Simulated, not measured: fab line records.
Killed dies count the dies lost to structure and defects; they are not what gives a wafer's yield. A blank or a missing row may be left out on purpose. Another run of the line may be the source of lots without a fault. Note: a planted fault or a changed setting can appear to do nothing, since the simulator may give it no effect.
fab line records / flow ritCmos
record lots=14 wafers=42 lastDay=7
route steps=202 shown SDANNEAL@156 PSD@157 PLDD@159
lots untouched by any fault: they come from a run of this same line in which no faults occurred
startH: start of the lot's first displayed wafer, in hours after the record's first day / waitH: how many hours have passed since the lot's step before this one / " identical to the entry in the row above / L1.1+2: one row covering several wafers at once / - no value present, or no start provided / * or withheld: withheld / < > ~ a bound
route shown NAME@n: a module of which the file shows steps, and the number in the route of the first / usual: mean and standard deviation over wafers with no fault / same: alike in all rows / chamber/n: place in a boat / sites: each site's reading / _std_site: the standard deviation of these / _edge_site: mean of outer sites minus mean of inner sites / radiusMm: for every site, how far away it sits from the centre of the wafer / mask NAME#n: copy n / behind: the most recent tool/chamber to have shaped the wafer / hold: what put the lot on hold/how long, in hours/how the hold closed / device: which transistor (n, p or np) failed to switch / end of line: the tests these same wafers got at the end of their route / step lacking rows: just its recipe / killed: not the wafer's yield, but the dies lost to structure and defects at the first sort / map: per-die view of a wafer (x killed, . not killed, _ where there is no die)
set.NAME: the setting as run; set.NAME@STEP: as run at that earlier step / model.NAME: the simulator's own value behind a step, which no gauge read
the route's steps for a sample of lots (tables are steps, rows are wafers)
services: the hour from which a tool's chamber was out of use, counted from the record's first day as startH (under 0 if before that day), plus the number of hours and why
## steps
# step RIT_SDANNEAL_RTA_03
# recipe tempC=1050 timeS=5 idleTempC=600 rampUpCPerS=342 rampDownCPerS=171 coolToC=600 ambient=N2
# usual wafer_temp_C_max=1053.6/1.3
lot.wafer=L278.1 tool=rtpAnneal-01 chamber=0 startH=61.44 waitH=0.0 wafer_temp_C_max=1051.9
lot.wafer=L278.2 tool=rtpAnneal-01 chamber=0 startH=61.44 waitH=0.0 wafer_temp_C_max=1054.3
lot.wafer=L278.6 tool=rtpAnneal-01 chamber=0 startH=61.44 waitH=0.0 wafer_temp_C_max=1052.0
lot.wafer=L280.1 tool=rtpAnneal-01 chamber=0 startH=71.14 waitH=0.0 wafer_temp_C_max=1052.8
lot.wafer=L280.4 tool=rtpAnneal-01 chamber=0 startH=71.14 waitH=0.0 wafer_temp_C_max=1055.2
lot.wafer=L280.6 tool=rtpAnneal-01 chamber=0 startH=71.14 waitH=0.0 wafer_temp_C_max=1054.7
lot.wafer=L281.1 tool=rtpAnneal-02 chamber=0 startH=73.69 waitH=0.0 wafer_temp_C_max=1052.5
lot.wafer=L281.3 tool=rtpAnneal-02 chamber=0 startH=73.69 waitH=0.0 wafer_temp_C_max=1054.7
lot.wafer=L281.4 tool=rtpAnneal-02 chamber=0 startH=73.69 waitH=0.0 wafer_temp_C_max=1051.4
lot.wafer=L282.1 tool=rtpAnneal-01 chamber=0 startH=78.95 waitH=0.0 wafer_temp_C_max=1052.5
lot.wafer=L282.3 tool=rtpAnneal-01 chamber=0 startH=78.95 waitH=0.0 wafer_temp_C_max=1052.8
lot.wafer=L282.5 tool=rtpAnneal-01 chamber=0 startH=78.95 waitH=0.0 wafer_temp_C_max=1051.4
lot.wafer=L283.1 tool=rtpAnneal-02 chamber=0 startH=85.51 waitH=0.0 wafer_temp_C_max=1055.0
lot.wafer=L283.3 tool=rtpAnneal-02 chamber=0 startH=85.51 waitH=0.0 wafer_temp_C_max=1050.8
lot.wafer=L283.6 tool=rtpAnneal-02 chamber=0 startH=85.51 waitH=0.0 wafer_temp_C_max=1051.8
lot.wafer=L285.2 tool=rtpAnneal-02 chamber=0 startH=98.71 waitH=0.0 wafer_temp_C_max=1053.4
lot.wafer=L285.5 tool=rtpAnneal-02 chamber=0 startH=98.71 waitH=0.0 wafer_temp_C_max=1055.6
lot.wafer=L285.6 tool=rtpAnneal-02 chamber=0 startH=98.71 waitH=0.0 wafer_temp_C_max=1055.6
lot.wafer=L286.1 tool=rtpAnneal-01 chamber=0 startH=101.23 waitH=0.0 wafer_temp_C_max=1054.7
lot.wafer=L286.3 tool=rtpAnneal-01 chamber=0 startH=101.23 waitH=0.0 wafer_temp_C_max=1051.7
lot.wafer=L286.4 tool=rtpAnneal-01 chamber=0 startH=101.23 waitH=0.0 wafer_temp_C_max=1051.9
lot.wafer=L287.2 tool=rtpAnneal-02 chamber=0 startH=105.89 waitH=0.0 wafer_temp_C_max=1053.1
lot.wafer=L287.4 tool=rtpAnneal-02 chamber=0 startH=105.89 waitH=0.0 wafer_temp_C_max=1053.7
lot.wafer=L287.5 tool=rtpAnneal-02 chamber=0 startH=105.89 waitH=0.0 wafer_temp_C_max=1053.8
lot.wafer=L289.1 tool=rtpAnneal-02 chamber=0 startH=114.81 waitH=0.0 wafer_temp_C_max=1052.7
lot.wafer=L289.3 tool=rtpAnneal-02 chamber=0 startH=114.81 waitH=0.0 wafer_temp_C_max=1054.2
lot.wafer=L289.4 tool=rtpAnneal-02 chamber=0 startH=114.81 waitH=0.0 wafer_temp_C_max=1053.7
lot.wafer=L290.2 tool=rtpAnneal-01 chamber=0 startH=119.70 waitH=0.0 wafer_temp_C_max=1055.0
lot.wafer=L290.5 tool=rtpAnneal-01 chamber=0 startH=119.70 waitH=0.0 wafer_temp_C_max=1053.8
lot.wafer=L290.6 tool=rtpAnneal-01 chamber=0 startH=119.70 waitH=0.0 wafer_temp_C_max=1054.9
lot.wafer=L293.1 tool=rtpAnneal-02 chamber=0 startH=134.64 waitH=0.0 wafer_temp_C_max=1052.2
lot.wafer=L293.3 tool=rtpAnneal-02 chamber=0 startH=134.64 waitH=0.0 wafer_temp_C_max=1052.8
lot.wafer=L293.4 tool=rtpAnneal-02 chamber=0 startH=134.64 waitH=0.0 wafer_temp_C_max=1053.4
lot.wafer=L295.3 tool=rtpAnneal-02 chamber=0 startH=142.91 waitH=0.0 wafer_temp_C_max=1053.4
lot.wafer=L295.4 tool=rtpAnneal-02 chamber=0 startH=142.91 waitH=0.0 wafer_temp_C_max=1052.4
lot.wafer=L295.6 tool=rtpAnneal-02 chamber=0 startH=142.91 waitH=0.0 wafer_temp_C_max=1054.3
lot.wafer=L298.3 tool=rtpAnneal-01 chamber=0 startH=158.27 waitH=0.0 wafer_temp_C_max=1054.3
lot.wafer=L298.4 tool=rtpAnneal-01 chamber=0 startH=158.27 waitH=0.0 wafer_temp_C_max=1051.6
lot.wafer=L298.6 tool=rtpAnneal-01 chamber=0 startH=158.27 waitH=0.0 wafer_temp_C_max=1054.0
lot.wafer=L300.1 tool=rtpAnneal-01 chamber=0 startH=169.31 waitH=0.0 wafer_temp_C_max=1052.7
lot.wafer=L300.4 tool=rtpAnneal-01 chamber=0 startH=169.31 waitH=0.0 wafer_temp_C_max=1053.4
lot.wafer=L300.5 tool=rtpAnneal-01 chamber=0 startH=169.31 waitH=0.0 wafer_temp_C_max=1052.3
# step RIT_SDANNEAL_RS_MEAS_04
# recipe thkMeasGauge=four-point-probe
# usual PSD_RS=115.93/0.3
lot.wafer=L278.1 tool=filmMetro-02 chamber=- startH=61.50 waitH=0.0 PSD_RS[ohm/sq]=115.97
lot.wafer=L278.2 tool=filmMetro-02 chamber=- startH=61.50 waitH=0.0 PSD_RS[ohm/sq]=115.86
lot.wafer=L278.6 tool=filmMetro-02 chamber=- startH=61.50 waitH=0.0 PSD_RS[ohm/sq]=116.16
lot.wafer=L280.1 tool=filmMetro-01 chamber=- startH=71.20 waitH=0.0 PSD_RS[ohm/sq]=116.40
lot.wafer=L280.4 tool=filmMetro-01 chamber=- startH=71.20 waitH=0.0 PSD_RS[ohm/sq]=116.18
lot.wafer=L280.6 tool=filmMetro-01 chamber=- startH=71.20 waitH=0.0 PSD_RS[ohm/sq]=116.05
lot.wafer=L281.1 tool=filmMetro-02 chamber=- startH=73.75 waitH=0.0 PSD_RS[ohm/sq]=116.08
lot.wafer=L281.3 tool=filmMetro-02 chamber=- startH=73.75 waitH=0.0 PSD_RS[ohm/sq]=116.15
lot.wafer=L281.4 tool=filmMetro-02 chamber=- startH=73.75 waitH=0.0 PSD_RS[ohm/sq]=115.92
lot.wafer=L282.1 tool=filmMetro-02 chamber=- startH=79.01 waitH=0.0 PSD_RS[ohm/sq]=115.88
lot.wafer=L282.3 tool=filmMetro-02 chamber=- startH=79.01 waitH=0.0 PSD_RS[ohm/sq]=115.90
lot.wafer=L282.5 tool=filmMetro-02 chamber=- startH=79.01 waitH=0.0 PSD_RS[ohm/sq]=115.88
lot.wafer=L283.1 tool=filmMetro-01 chamber=- startH=85.57 waitH=0.0 PSD_RS[ohm/sq]=116.31
lot.wafer=L283.3 tool=filmMetro-01 chamber=- startH=85.57 waitH=0.0 PSD_RS[ohm/sq]=116.08
lot.wafer=L283.6 tool=filmMetro-01 chamber=- startH=85.57 waitH=0.0 PSD_RS[ohm/sq]=116.12
lot.wafer=L285.2 tool=filmMetro-01 chamber=- startH=98.78 waitH=0.1 PSD_RS[ohm/sq]=115.85
lot.wafer=L285.5 tool=filmMetro-01 chamber=- startH=98.78 waitH=0.1 PSD_RS[ohm/sq]=116.08
lot.wafer=L285.6 tool=filmMetro-01 chamber=- startH=98.78 waitH=0.1 PSD_RS[ohm/sq]=116.00
lot.wafer=L286.1 tool=filmMetro-02 chamber=- startH=101.28 waitH=0.0 PSD_RS[ohm/sq]=115.85
lot.wafer=L286.3 tool=filmMetro-02 chamber=- startH=101.28 waitH=0.0 PSD_RS[ohm/sq]=115.74
lot.wafer=L286.4 tool=filmMetro-02 chamber=- startH=101.28 waitH=0.0 PSD_RS[ohm/sq]=115.76
lot.wafer=L287.2 tool=filmMetro-01 chamber=- startH=105.96 waitH=0.1 PSD_RS[ohm/sq]=115.64
lot.wafer=L287.4 tool=filmMetro-01 chamber=- startH=105.96 waitH=0.1 PSD_RS[ohm/sq]=115.56
lot.wafer=L287.5 tool=filmMetro-01 chamber=- startH=105.96 waitH=0.1 PSD_RS[ohm/sq]=116.09
lot.wafer=L289.1 tool=filmMetro-01 chamber=- startH=114.87 waitH=0.0 PSD_RS[ohm/sq]=115.97
lot.wafer=L289.3 tool=filmMetro-01 chamber=- startH=114.87 waitH=0.0 PSD_RS[ohm/sq]=115.92
lot.wafer=L289.4 tool=filmMetro-01 chamber=- startH=114.87 waitH=0.0 PSD_RS[ohm/sq]=116.01
lot.wafer=L290.2 tool=filmMetro-01 chamber=- startH=119.77 waitH=0.1 PSD_RS[ohm/sq]=115.84
lot.wafer=L290.5 tool=filmMetro-01 chamber=- startH=119.77 waitH=0.1 PSD_RS[ohm/sq]=115.61
lot.wafer=L290.6 tool=filmMetro-01 chamber=- startH=119.77 waitH=0.1 PSD_RS[ohm/sq]=115.84
lot.wafer=L293.1 tool=filmMetro-01 chamber=- startH=134.70 waitH=0.0 PSD_RS[ohm/sq]=127.75
lot.wafer=L293.3 tool=filmMetro-01 chamber=- startH=134.70 waitH=0.0 PSD_RS[ohm/sq]=128.07
lot.wafer=L293.4 tool=filmMetro-01 chamber=- startH=134.70 waitH=0.0 PSD_RS[ohm/sq]=128.00
lot.wafer=L295.3 tool=filmMetro-04 chamber=- startH=142.99 waitH=0.1 PSD_RS[ohm/sq]=127.70
lot.wafer=L295.4 tool=filmMetro-04 chamber=- startH=142.99 waitH=0.1 PSD_RS[ohm/sq]=127.95
lot.wafer=L295.6 tool=filmMetro-04 chamber=- startH=142.99 waitH=0.1 PSD_RS[ohm/sq]=127.87
lot.wafer=L298.3 tool=filmMetro-01 chamber=- startH=158.35 waitH=0.1 PSD_RS[ohm/sq]=115.94
lot.wafer=L298.4 tool=filmMetro-01 chamber=- startH=158.35 waitH=0.1 PSD_RS[ohm/sq]=115.65
lot.wafer=L298.6 tool=filmMetro-01 chamber=- startH=158.35 waitH=0.1 PSD_RS[ohm/sq]=116.13
lot.wafer=L300.1 tool=filmMetro-02 chamber=- startH=169.37 waitH=0.0 PSD_RS[ohm/sq]=115.48
lot.wafer=L300.4 tool=filmMetro-02 chamber=- startH=169.37 waitH=0.0 PSD_RS[ohm/sq]=115.58
lot.wafer=L300.5 tool=filmMetro-02 chamber=- startH=169.37 waitH=0.0 PSD_RS[ohm/sq]=115.53
# step RIT_SDANNEAL_RS_MEAS_06
# recipe thkMeasGauge=four-point-probe
# usual PLDD_RS=178.6/0.53
lot.wafer=L278.1 tool=filmMetro-02 chamber=- startH=61.74 waitH=0.1 PLDD_RS[ohm/sq]=179.1
lot.wafer=L278.2 tool=filmMetro-02 chamber=- startH=61.74 waitH=0.1 PLDD_RS[ohm/sq]=178.9
lot.wafer=L278.6 tool=filmMetro-02 chamber=- startH=61.74 waitH=0.1 PLDD_RS[ohm/sq]=179.5
lot.wafer=L280.1 tool=filmMetro-01 chamber=- startH=71.44 waitH=0.1 PLDD_RS[ohm/sq]=178.8
lot.wafer=L280.4 tool=filmMetro-01 chamber=- startH=71.44 waitH=0.1 PLDD_RS[ohm/sq]=178.2
lot.wafer=L280.6 tool=filmMetro-01 chamber=- startH=71.44 waitH=0.1 PLDD_RS[ohm/sq]=179.2
lot.wafer=L281.1 tool=filmMetro-02 chamber=- startH=73.99 waitH=0.1 PLDD_RS[ohm/sq]=178.3
lot.wafer=L281.3 tool=filmMetro-02 chamber=- startH=73.99 waitH=0.1 PLDD_RS[ohm/sq]=178.6
lot.wafer=L281.4 tool=filmMetro-02 chamber=- startH=73.99 waitH=0.1 PLDD_RS[ohm/sq]=178.1
lot.wafer=L282.1 tool=filmMetro-02 chamber=- startH=79.25 waitH=0.1 PLDD_RS[ohm/sq]=179.5
lot.wafer=L282.3 tool=filmMetro-02 chamber=- startH=79.25 waitH=0.1 PLDD_RS[ohm/sq]=178.8
lot.wafer=L282.5 tool=filmMetro-02 chamber=- startH=79.25 waitH=0.1 PLDD_RS[ohm/sq]=179.0
lot.wafer=L283.1 tool=filmMetro-01 chamber=- startH=85.81 waitH=0.1 PLDD_RS[ohm/sq]=179.8
lot.wafer=L283.3 tool=filmMetro-01 chamber=- startH=85.81 waitH=0.1 PLDD_RS[ohm/sq]=179.2
lot.wafer=L283.6 tool=filmMetro-01 chamber=- startH=85.81 waitH=0.1 PLDD_RS[ohm/sq]=179.1
lot.wafer=L285.2 tool=filmMetro-01 chamber=- startH=99.02 waitH=0.1 PLDD_RS[ohm/sq]=179.0
lot.wafer=L285.5 tool=filmMetro-01 chamber=- startH=99.02 waitH=0.1 PLDD_RS[ohm/sq]=178.5
lot.wafer=L285.6 tool=filmMetro-01 chamber=- startH=99.02 waitH=0.1 PLDD_RS[ohm/sq]=178.2
lot.wafer=L286.1 tool=filmMetro-02 chamber=- startH=101.52 waitH=0.1 PLDD_RS[ohm/sq]=178.9
lot.wafer=L286.3 tool=filmMetro-02 chamber=- startH=101.52 waitH=0.1 PLDD_RS[ohm/sq]=179.0
lot.wafer=L286.4 tool=filmMetro-02 chamber=- startH=101.52 waitH=0.1 PLDD_RS[ohm/sq]=179.2
lot.wafer=L287.2 tool=filmMetro-01 chamber=- startH=106.20 waitH=0.1 PLDD_RS[ohm/sq]=178.5
lot.wafer=L287.4 tool=filmMetro-01 chamber=- startH=106.20 waitH=0.1 PLDD_RS[ohm/sq]=178.4
lot.wafer=L287.5 tool=filmMetro-01 chamber=- startH=106.20 waitH=0.1 PLDD_RS[ohm/sq]=178.9
lot.wafer=L289.1 tool=filmMetro-01 chamber=- startH=115.11 waitH=0.1 PLDD_RS[ohm/sq]=179.1
lot.wafer=L289.3 tool=filmMetro-01 chamber=- startH=115.11 waitH=0.1 PLDD_RS[ohm/sq]=179.1
lot.wafer=L289.4 tool=filmMetro-01 chamber=- startH=115.11 waitH=0.1 PLDD_RS[ohm/sq]=178.5
lot.wafer=L290.2 tool=filmMetro-01 chamber=- startH=120.01 waitH=0.1 PLDD_RS[ohm/sq]=177.7
lot.wafer=L290.5 tool=filmMetro-01 chamber=- startH=120.01 waitH=0.1 PLDD_RS[ohm/sq]=177.8
lot.wafer=L290.6 tool=filmMetro-01 chamber=- startH=120.01 waitH=0.1 PLDD_RS[ohm/sq]=178.3
lot.wafer=L293.1 tool=filmMetro-01 chamber=- startH=134.94 waitH=0.1 PLDD_RS[ohm/sq]=190.8
lot.wafer=L293.3 tool=filmMetro-01 chamber=- startH=134.94 waitH=0.1 PLDD_RS[ohm/sq]=191.2
lot.wafer=L293.4 tool=filmMetro-01 chamber=- startH=134.94 waitH=0.1 PLDD_RS[ohm/sq]=190.7
lot.wafer=L295.3 tool=filmMetro-04 chamber=- startH=143.23 waitH=0.1 PLDD_RS[ohm/sq]=191.0
lot.wafer=L295.4 tool=filmMetro-04 chamber=- startH=143.23 waitH=0.1 PLDD_RS[ohm/sq]=191.8
lot.wafer=L295.6 tool=filmMetro-04 chamber=- startH=143.23 waitH=0.1 PLDD_RS[ohm/sq]=191.4
lot.wafer=L298.3 tool=filmMetro-01 chamber=- startH=158.59 waitH=0.1 PLDD_RS[ohm/sq]=179.6
lot.wafer=L298.4 tool=filmMetro-01 chamber=- startH=158.59 waitH=0.1 PLDD_RS[ohm/sq]=179.1
lot.wafer=L298.6 tool=filmMetro-01 chamber=- startH=158.59 waitH=0.1 PLDD_RS[ohm/sq]=179.3
lot.wafer=L300.1 tool=filmMetro-02 chamber=- startH=169.61 waitH=0.1 PLDD_RS[ohm/sq]=177.6
lot.wafer=L300.4 tool=filmMetro-02 chamber=- startH=169.61 waitH=0.1 PLDD_RS[ohm/sq]=177.7
lot.wafer=L300.5 tool=filmMetro-02 chamber=- startH=169.61 waitH=0.1 PLDD_RS[ohm/sq]=178.0
## services
tool=rtpAnneal-01 chamber=- startH=66.52 hours=0.7 kind=pm
## key
firstSign step=RIT_SDANNEAL_RS_MEAS_04 reading=PSD_RS direction=up sigmas=40 usual=115.93 struck=127.89
effect step=RIT_SDANNEAL_RS_MEAS_06 reading=PLDD_RS direction=up sigmas=24 usual=178.6 struck=191.1
metAt RIT_SDANNEAL_RTA_03
struckLots L293,L295
testerLeftOut L293,L295
onsetBetween 114.81 134.64
fault kind=processParameterDrift tool=rtpAnneal-02 chamber=- onsetH=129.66 steps=RIT_SDANNEAL_RTA_03 channel=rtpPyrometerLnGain offset=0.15 shape=step endH=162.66
# testerLeftOut: of these lots the tester's yield and bins aren't shown, on N5 and GAA mostly nor the transistor test; their killed dies are dies lost to structure and defects alone, not to doping, threshold or leakage, so they don't give the yield
